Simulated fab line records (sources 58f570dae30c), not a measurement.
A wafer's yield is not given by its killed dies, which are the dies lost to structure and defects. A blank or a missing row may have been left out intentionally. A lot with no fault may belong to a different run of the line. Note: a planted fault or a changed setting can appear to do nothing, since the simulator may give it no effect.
A struck lot beside a sound one    flow berkeley_cmos170    16 steps out of a route of 331
Sound: wafers L836.1, L836.2, L836.3. Struck: wafer L839.4 (left out: L839.2, L839.5 of the same lot, which were not struck); the cause appears at the end.
Order at every step that has rows: each side's tool, ch and its chambers, its first start. Under that, the readings that differ: sound wafers    struck wafers    difference of the means    sigmas: that difference in standard deviations of wafers without a fault.
alike: a reading whose means differ by less than 2 such deviations, as well as words and numbers matching on both sides. not compared: withheld readings; readings where some wafer has no value; bounds like >300 that might hide an equal value; numbers whose values overlap and for which the record gives no deviation.
A row with sigmas, a row that says differs or no value, or rows on one side alone: a step with any of these is where the two part. Non-overlapping numbers with no deviation appear without sigmas and do not part them. A reading that every wafer of one side lacks parts them only if that side has two wafers or more.

first, 6 steps without rows for these wafers: UCB170_M2_COAT_09; UCB170_M2_COAT_10 (resist thk 900 nm); UCB170_M2_SOFTBAKE_11 (time 60 s); UCB170_M2_EXPOSE_12 (exposes mask METAL2, target cd 700 nm); UCB170_M2_PEB_13; UCB170_M2_DEVELOP_14 (develop time 45 s).
UCB170_M2_CD_MEAS_15: target cd 700 nm.
  struck on cd_sem-01, day 9 02:44; sound on cd_sem-01, day 7 19:57
  alike: cd_nm
UCB170_M2_OVL_MEAS_16:
  struck on overlay-01, day 9 02:50; sound on overlay-01, day 7 20:04
  alike: M2_OVL
UCB170_M2_ETCH_17: etches BARC in N2/H2.
  sound on rie_diel-03 ch 0,1,3, day 7 20:06; struck on rie_diel-03 ch 1, day 9 02:52
reading     sound             struck  difference  sigmas
bias_w (W)  100.3 99.7 100.3  99.4    -0.7        -2
  alike: drypump_motor_current_A, oes_product_au, rf_fwd_power_W, throttle_valve_pct
UCB170_M2_METAL_ETCH_18: etches Al in Cl2/BCl3, stops on SiO2, target depth 1170 nm, time 195 s.
  sound on rie_metal-04 ch 0,1, day 7 20:09; struck on rie_metal-02 ch 1, day 9 02:55
reading                sound              struck  difference  sigmas
oes_product_au (a.u.)  0.828 0.841 0.832  0.880   +0.046      +3
  alike: bias_w, drypump_motor_current_A, he_backside_leak_sccm, rf_fwd_power_W, throttle_valve_pct
  not compared: rf_hours_counter_h
UCB170_M2_STRIP_19: strips in O2.
  sound on plasma_asher-04 ch 0,1, day 7 20:20; struck on plasma_asher-04 ch 0, day 9 03:06
  alike: drypump_motor_current_A, oes_product_au
  not compared: rf_hours_counter_h
UCB170_M2_CD_MEAS_90: target cd 700 nm.
  struck on cd_sem-02, day 9 03:13; sound on cd_sem-02, day 7 20:26
  alike: cd_nm
UCB170_V2_CVD_00: deposits SiO2 from TEOS/O2, target thk 2000 nm, time 250 s.
  sound on pecvd-03 ch 0,1,2, day 7 20:33; struck on pecvd-03 ch 0, day 9 03:19
reading                              sound              struck  difference  sigmas
rf_fwd_power_W (W)                   546.5 548.0 546.0  551.1   +4.3        +2
model.SiO2_of_V2_CVD_00.thk_nm (nm)  1946 1946 1981     1576    -382        
  alike: heater_power_w
UCB170_V2_THK_MEAS_01:
  struck on film_metro-04, day 9 03:29; sound on film_metro-03, day 7 20:43
reading           sound           struck  difference  sigmas
V2_TEOS_THK (nm)  1946 1945 1980  1576    -381        -14
UCB170_V2_CMP_02: polishes SiO2.
  sound on cmp-01 ch 0,2,3, day 7 20:46; struck on cmp-02 ch 0, day 9 03:35
  alike: motor_current_A
UCB170_M3_PROBE_99:
  the record has rows for the struck wafers here (prober-01, day 9 08:31) and none for the sound ones

== WHERE THEY PART ==
Last at UCB170_M3_PROBE_99 as far as this record goes, first at UCB170_M2_ETCH_17.

WHY: what had been put in by the simulator
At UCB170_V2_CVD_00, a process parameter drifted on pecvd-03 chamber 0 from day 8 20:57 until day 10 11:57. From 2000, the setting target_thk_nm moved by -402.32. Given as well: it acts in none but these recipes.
